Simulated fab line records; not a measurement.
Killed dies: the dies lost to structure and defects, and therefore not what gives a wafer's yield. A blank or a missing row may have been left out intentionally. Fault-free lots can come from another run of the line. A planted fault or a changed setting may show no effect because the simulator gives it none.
Struck lot and sound lot, side by side | flow ritCmos | 18 out of 202 route steps
Sound: these wafers, L178.1, L178.2, L178.5. Struck: wafers L181.1, L181.4, L181.6. The cause is given at the end.
For every step that has rows: the tool of each side, followed by ch and its chambers, followed by its first start. Under that, the readings that differ: sound wafers | struck wafers | difference of the means | sigmas: that difference in standard deviations of wafers without a fault.
alike: readings with means less than 2 such deviations apart, plus words and numbers identical on both sides. not compared: withheld readings, readings lacking a value on some wafer, bounds such as >300 that could conceal the same value, and numbers that have no deviation in the record and whose values overlap.
A row with sigmas, a row that says differs or no value, or rows on one side alone: a step with any of these is where the two part. Non-overlapping numbers with no deviation appear without sigmas and do not part them. Lack of a reading on every wafer of one side parts them only where that side has two or more wafers.

first, 2 steps without rows for these wafers: RIT_ACTIVE_CLEAN_17 (cleans in SC2, time 600 s); RIT_FOX1_OXIDATION_00 (target thk 350.7 nm, ox time 1130 s).
RIT_FOX1_THK_MEAS_01:
  struck on filmMetro-04, day 4 13:31; sound on filmMetro-01, day 4 00:20
  alike: FOX1_OXIDE_THK
then, 2 steps without rows for these wafers: RIT_FOX1_WET_ETCH_02 (etches SiO2 in BOE, target depth 350 nm, time 390 s); RIT_FOX2_OXIDATION_00 (target thk 350.7 nm, ox time 1130 s).
RIT_FOX2_THK_MEAS_01:
  struck on filmMetro-02, day 4 17:38; sound on filmMetro-02, day 4 05:47
  alike: FOX2_OXIDE_THK
then, 2 steps without rows for these wafers: RIT_FOX2_CLEAN_02 (cleans in dHF, time 180 s); RIT_FOX2_WET_ETCH_03 (etches Si3N4 in H3PO4, target depth 195 nm, time 2700 s).
RIT_FOX2_THK_MEAS_90:
  struck on filmMetro-03, day 4 18:31; sound on filmMetro-04, day 4 06:40
  alike: FIELD_OXIDE_LEFT_1_THK
then, 3 steps without rows for these wafers: RIT_NWELL_HMDS_00 (prime time 60 s); RIT_NWELL_COAT_01 (resist thk 1300 nm); RIT_NWELL_SOFTBAKE_02 (time 60 s).
RIT_NWELL_EXPOSE_03: exposes mask M2, target cd 43900 nm.
  sound on ilineStepper-02 ch 0, day 4 07:17; struck on ilineStepper-02 ch 0, day 4 19:09
reading                     | sound                | struck               | difference | sigmas
model.NWELL.overlayXNm (nm) | 0.6649 0.6649 0.6649 | -149.9 -149.9 -149.9 | -150.6     | 
  alike: mask
then, 2 steps without rows for these wafers: RIT_NWELL_PEB_04; RIT_NWELL_DEVELOP_05 (develop time 68 s).
RIT_NWELL_OVL_MEAS_06:
  struck on overlay-01, day 4 19:35; sound on overlay-01, day 4 07:43
reading        | sound       | struck               | difference | sigmas
NWELL_OVL (nm) | 1.0 0.3 0.1 | -150.8 -151.4 -151.9 | -151.8     | -99 or more
then, 1 step without rows for these wafers: RIT_NWELL_HARDBAKE_07 (time 120 s).
RIT_M1_PROBE_99:
  struck on prober-02, day 6 11:58; sound on prober-01, day 5 22:02
reading                             | sound             | struck            | difference | sigmas
model.etest.wellEdgeRight.lineOhmUm | 183.2 183.9 180   | 189.6 187.8 190.2 | +6.8       | 
model.etest.wellEdgeLeft.lineOhmUm  | 182.2 185.2 183.4 | 173.7 174.9 175.7 | -8.8       | 
  alike: killedAtFrontEnd, killedDies, killedOnRim, killedOpen, killedShort

## WHERE THEY PART
Only at RIT_NWELL_OVL_MEAS_06, as far as this record shows. Later steps at which nothing parts them and some readings are alike: RIT_M1_PROBE_99.

WHY: whatever the simulator had introduced
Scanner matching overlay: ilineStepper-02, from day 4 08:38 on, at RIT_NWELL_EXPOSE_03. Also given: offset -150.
